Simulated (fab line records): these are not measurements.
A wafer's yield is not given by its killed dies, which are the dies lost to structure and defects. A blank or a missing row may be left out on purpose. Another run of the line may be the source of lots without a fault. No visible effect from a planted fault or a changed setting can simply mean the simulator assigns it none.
The same fault as seen by 2 desks	flow berkeley cmos170	numbers are kept per desk, each desk with only its own; the story behind them comes last

== AT THE METROLOGY DESK ==
Means of the sampled wafers that have a number, per lot and without regard to the tool the lot ran on: this is what the gauges read. The brackets show how far a lot's mean lies from the usual mean; more than 4 standard deviations puts the lot out of limits, marked OUT.
Columns: A = NVT_OVL at UCB170_NVT_OVL_MEAS_06, usual -2 nm; B = PVT_OVL at UCB170_PVT_OVL_MEAS_06, usual 1 nm; C = PLDD_TW at UCB170_PLDD_TW_MEAS_11, usual 1012
lot	first seen here	A	B	C
L313	day 6 03:34	-7	2	1013
L316	day 6 21:40	7	-2	1011
L317	day 6 21:50	0	-2	1013
L315	day 6 22:15	-6	-2	1007
L319	day 7 10:54	-4	4	1011
L318	day 7 11:15	2	6	1010
L321	day 7 22:25	-3	5	1011
L322	day 8 11:08	3	6	1018
L325	day 8 15:50	-3	-2	1014
L329	day 9 15:31	-0	-6	1012
L330	day 9 21:29	2	7	1007
L331	day 9 22:05	-5	-11	1012
L333	day 10 12:38	-4	-1	1012
L336	day 10 23:47	-9	0	1014
This desk's verdict: no lot among the 14 shows anything out of limits.

== AT THE TOOL OWNER'S DESK: litho track-01 ==
The tool's own readings at UCB170_PSD_COAT_01 (resist thk 900 nm): means of the sampled wafers that have a number, for each lot that ran on this tool. The brackets show how far a lot's mean lies from the usual mean; more than 4 standard deviations puts the lot out of limits, marked OUT.
Columns: A = dispense pressure kPa at UCB170_PSD_COAT_01, usual 52.3 kPa; B = resist line temp C at UCB170_PSD_COAT_01, usual 23.00 C; C = spin speed rpm at UCB170_PSD_COAT_01, usual 1500.1 rpm
lot	first seen here	A	B	C
L317	day 7 23:19	52.5	22.92	1498.8
L315	day 7 23:48	52.5	23.08	1501.1
L318	day 8 14:08	52.5	23.07	1499.6
L321	day 8 23:30	52.5	22.96	1527.6 (+31) OUT
L325	day 10 05:25	52.5	22.94	1527.1 (+30) OUT
This desk's verdict: out of limits on L321, L325, starting with L321 at day 8 23:30 (spin speed rpm at UCB170_PSD_COAT_01). L317, L315, L318: within limits.

== ALL TOGETHER ==
An alarm could have come from the tool owner's desk at day 8 23:30, on L321, L325.
At the metrology desk, nothing out of limits was observed.
The metrology desk has L321, L325 on record, within its limits.
UCB170_PSD_COAT_01 was run on litho track-01 by each of the lots named.

== WHAT THE SIMULATOR PUT IN ==
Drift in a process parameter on litho track-01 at UCB170_PSD_COAT_01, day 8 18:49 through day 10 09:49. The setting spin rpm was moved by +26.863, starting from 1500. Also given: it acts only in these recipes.
Lots struck among those shown: L321, L325.
Each desk's first reading out of limits, in hours after the fault started: the tool owner's desk, 5.
